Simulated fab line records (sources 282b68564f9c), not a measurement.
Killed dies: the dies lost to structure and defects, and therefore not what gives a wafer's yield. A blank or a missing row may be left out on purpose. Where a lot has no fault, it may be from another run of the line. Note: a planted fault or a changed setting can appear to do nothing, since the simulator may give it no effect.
A struck lot beside a sound one || flow ritCmos || 21 out of 202 route steps
Sound: wafers L304.2, L304.3, L304.5. Struck: wafers L317.1, L317.2, L317.5. The cause comes at the end.
Per side, at each step with rows, come the tool, then ch with its chambers, and then its first start. Under that, the readings that differ: sound wafers || struck wafers || difference of the means || sigmas: that difference in standard deviations of wafers without a fault.
alike: same words and numbers on both sides, and readings whose means sit less than 2 such deviations apart. not compared: any withheld reading, any reading some wafer has no value for, any bound like >300 that may hide the same value, and any number with overlapping values for which the record gives no deviation.
Wherever a step has rows on one side only, a row that says differs or no value, or a row with sigmas, the two part there. Numbers that don't overlap but have no deviation are shown without sigmas and don't part them. A reading missing from all wafers of one side parts the sides only when that side holds two or more wafers.

first, 1 step without rows for these wafers: RIT_SILICIDE_WET_ETCH_00 (etches SiO2 in BOE, target depth 14 nm, time 15 s).
RIT_SILICIDE_SPUTTER_01: material Ti, target thk 30 nm, time 240 s.
  sound on pvdSputter-01 at day 4 05:05; struck on pvdSputter-03 at day 6 21:19
  alike: throttleValvePct
RIT_SILICIDE_RS_MEAS_02: a four-point-probe measurement.
  sound on filmMetro-03 at day 4 05:16; struck on filmMetro-03 at day 6 21:28
  alike: SILICIDE_TI_RS
RIT_SILICIDE_THK_MEAS_03: measures by xrf.
  sound on filmMetro-03 at day 4 05:22; struck on filmMetro-03 at day 6 21:35
  alike: SILICIDE_TI_THK
RIT_SILICIDE_RTA_04: time 10 s, ramp up 5 s, ramp down 5 s.
  sound on rtpAnneal-02 ch 0, day 4 05:26; struck on rtpAnneal-01 ch 0, day 6 21:39
  alike: annealTempCMax, wafer_temp_C_max
then, 1 step without rows for these wafers: RIT_SILICIDE_WET_ETCH_05 (etches Ti in SPM, time 120 s).
RIT_SILICIDE_RTA_06: time 10 s, ramp up 5 s, ramp down 10 s.
  sound on rtpAnneal-01 ch 0, day 4 05:33; struck on rtpAnneal-02 ch 0, day 6 21:46
  alike: annealTempCMax, wafer_temp_C_max
RIT_CONTACT_CVD_00: deposits SiO2 from TEOS, target thk 400 nm, time 61 s.
  sound on pecvd-02 ch 0,2, day 4 05:36; struck on pecvd-01 ch 0,2, day 6 21:54
  alike: heaterPowerW
RIT_CONTACT_THK_MEAS_01:
  sound on filmMetro-01 at day 4 05:40; struck on filmMetro-03 at day 6 21:57
  alike: CONTACT_TEOS_THK
then, 3 steps without rows for these wafers: RIT_CONTACT_HMDS_02 (prime time 60 s); RIT_CONTACT_COAT_03 (resist thk 1000 nm); RIT_CONTACT_SOFTBAKE_04 (time 60 s).
RIT_CONTACT_EXPOSE_05: exposes mask M11, target cd 1000 nm.
  sound on ilineStepper-02 ch 0, day 4 06:19; struck on ilineStepper-02 ch 0, day 6 22:28
{"reading": "mask", "sound": "M11#0 M11#0 M11#0", "struck": "M11_R1#0 M11_R1#0 M11_R1#0", "difference": "differs", "sigmas": ""}
  alike: focusOffsetNm
then, 2 steps without rows for these wafers: RIT_CONTACT_PEB_06; RIT_CONTACT_DEVELOP_07 (develop time 120 s).
RIT_CONTACT_CD_MEAS_08: the cd target is 1000 nm.
  sound on cdSem-02 at day 4 07:04; struck on cdSem-01 at day 6 22:58
{"reading": "cdNm (nm)", "sound": "1003.5 1004.2 1002.5", "struck": "1150.6 1150.5 1152.4", "difference": "+147.8", "sigmas": "+64"}
RIT_CONTACT_OVL_MEAS_09:
  sound on overlay-02 at day 4 07:12; struck on overlay-01 at day 6 23:05
  alike: CONTACT_OVL
then, 1 step without rows for these wafers: RIT_CONTACT_HARDBAKE_10 (time 60 s).
RIT_CONTACT_ETCH_11: etches SiO2 in CHF3/CF4/Ar, stops on TiSi2, target depth 480 nm, time 326.9 s.
  sound on rieDiel-03 ch 0,1,2, day 4 07:23; struck on rieDiel-03 ch 2,3, day 6 23:17
{"reading": "model.CONTACT.cdNm (nm)", "sound": "1004 1004 1003", "struck": "1151 1151 1152", "difference": "+148", "sigmas": ""}
  alike: O2_flow_sccm, cf4FlowSccm, drypumpMotorCurrentA, oesProductAu, throttleValvePct
  not compared: rfHoursCounterH
RIT_CONTACT_STRIP_12: strips in O2, time 180 s.
  sound on plasmaAsher-03 ch 0,1, day 4 07:34; struck on plasmaAsher-02 ch 0,1, day 6 23:28
  alike: drypumpMotorCurrentA
  not compared: rfHoursCounterH
then, 1 step without rows for these wafers: RIT_M1_PROBE_99.

WHERE THEY PART
Last at RIT_CONTACT_CD_MEAS_08 as far as this record goes, first at RIT_CONTACT_EXPOSE_05. Later steps at which nothing parts them and some readings are alike: RIT_CONTACT_OVL_MEAS_09, RIT_CONTACT_ETCH_11, RIT_CONTACT_STRIP_12.

WHY: the cause the simulator had injected
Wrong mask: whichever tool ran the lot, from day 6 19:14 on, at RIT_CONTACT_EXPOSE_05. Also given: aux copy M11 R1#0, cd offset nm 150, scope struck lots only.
